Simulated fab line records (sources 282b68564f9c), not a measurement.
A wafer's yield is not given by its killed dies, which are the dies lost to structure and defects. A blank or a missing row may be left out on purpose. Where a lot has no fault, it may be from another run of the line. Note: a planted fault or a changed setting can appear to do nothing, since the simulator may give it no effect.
A struck lot beside a sound one :: flow rit_cmos :: 15 out of 202 route steps
Sound: the wafers L112.1, L112.4, L112.6. Wafers struck: L121.1, L121.2, L121.4. At the end, the cause is stated.
Per side, at each step with rows, come the tool, then ch with its chambers, and then its first start. Under that, the readings that differ: sound wafers :: struck wafers :: difference of the means :: sigmas: that difference in standard deviations of wafers without a fault.
alike: readings whose means differ by less than 2 such deviations, and words and numbers that are the same on both sides. not compared: withheld readings, readings that some wafer has no value for, bounds like >300 that may hide the same value, and numbers for which the record gives no deviation and whose values overlap.
A row with sigmas, a row that says differs or no value, or rows on one side alone: a step with any of these is where the two part. Numbers that don't overlap but have no deviation are shown without sigmas and don't part them. A reading missing from all wafers of one side parts the sides only when that side holds two or more wafers.

first, 4 steps without rows for these wafers: RIT_ACTIVE_SOFTBAKE_07 (time 58.26 s); RIT_ACTIVE_EXPOSE_08 (exposes mask M1, target cd 1400 nm); RIT_ACTIVE_PEB_09; RIT_ACTIVE_DEVELOP_10 (develop time 50 s).
RIT_ACTIVE_CD_MEAS_11: the cd target is 1400 nm.
  sound on cd_sem-01 at day 2 00:27; struck on cd_sem-02 at day 3 21:26
  alike: cd_nm
then, 1 step without rows for these wafers: RIT_ACTIVE_HARDBAKE_12 (time 60 s).
RIT_ACTIVE_ETCH_13: etches Si3N4 in SF6, stops on SiO2, time 210 s, target depth 210 nm.
  sound on rie_diel-03 ch 2,3, day 2 00:43; struck on rie_diel-02 ch 0,3, day 3 21:43
  alike: drypump_motor_current_A, oes_product_au, throttle_valve_pct
  not compared: rf_hours_counter_h
RIT_ACTIVE_STRIP_14: strips in O2, time 180 s.
  sound on plasma_asher-01 ch 0,1, day 2 00:51; struck on plasma_asher-02 ch 0,1, day 3 21:50
  alike: drypump_motor_current_A
  not compared: rf_hours_counter_h
RIT_ACTIVE_CD_MEAS_90: the cd target is 1400 nm.
  sound on cd_sem-02 at day 2 01:02; struck on cd_sem-02 at day 3 22:01
  alike: cd_nm
then, 3 steps without rows for these wafers: RIT_ACTIVE_CLEAN_15 (cleans in SC1, time 600 s); RIT_ACTIVE_CLEAN_16 (cleans in dHF, time 30 s); RIT_ACTIVE_CLEAN_17 (cleans in SC2, time 600 s).
RIT_FOX1_OXIDATION_00: target thk 350.7 nm, ox time 1130 s.
  sound on furnace-02 ch 0, day 2 01:44; struck on furnace-01 ch 0, day 4 00:17
reading: spike_tc_centre_C (C)
sound: 1101.8 1102.1 1102.5
struck: 1089.2 1090.5 1091.5
difference: -11.7
sigmas: -13

reading: spike_tc_load_C (C)
sound: 1126.0 1125.0 1125.3
struck: 1115.9 1117.9 1117.7
difference: -8.3
sigmas: -4

reading: spike_tc_source_C (C)
sound: 1125.8 1126.5 1128.4
struck: 1115.7 1116.3 1115.6
difference: -11.0
sigmas: -8

reading: tube_center_temp_C (C)
sound: 1100.2 1100.1 1100.2
struck: 1087.9 1088 1088.1
difference: -12.2
sigmas: -99 or more

reading: tube_center_temp_C_max
sound: 1102.8 1102.7 1102.9
struck: 1090.6 1090.4 1091.2
difference: -12.1
sigmas: -25

reading: model.SiO2_of_FOX1_OXIDATION_00.thk_nm (nm)
sound: 342.3 346.3 344.6
struck: 335.4 329.9 331.9
difference: -12.0
sigmas: 
  alike: zone_power_source_pct
RIT_FOX1_THK_MEAS_01:
  sound on film_metro-01 at day 2 03:03; struck on film_metro-04 at day 4 01:37
reading: FOX1_OXIDE_THK (nm)
sound: 342 346 345
struck: 336 330 332
difference: -12
sigmas: -2
RIT_M1_PROBE_99:
  sound on prober-01 at day 4 01:40; struck on prober-01 at day 5 19:41
reading: killed_at_M0_to_M3
sound: 0 1 0
struck: 0 0 0
difference: +0
sigmas: -3
  alike: killed_at_front_end, killed_dies, killed_open, killed_short
  not compared: model.etest.poly_comb_over_steps.leak_log10_a_um

## WHERE THEY PART
At RIT_FOX1_OXIDATION_00 first; at RIT_M1_PROBE_99 last (within this record only).

WHY: the cause the simulator had injected
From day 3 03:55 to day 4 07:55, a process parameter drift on furnace-01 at RIT_FOX1_OXIDATION_00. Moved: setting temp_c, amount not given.
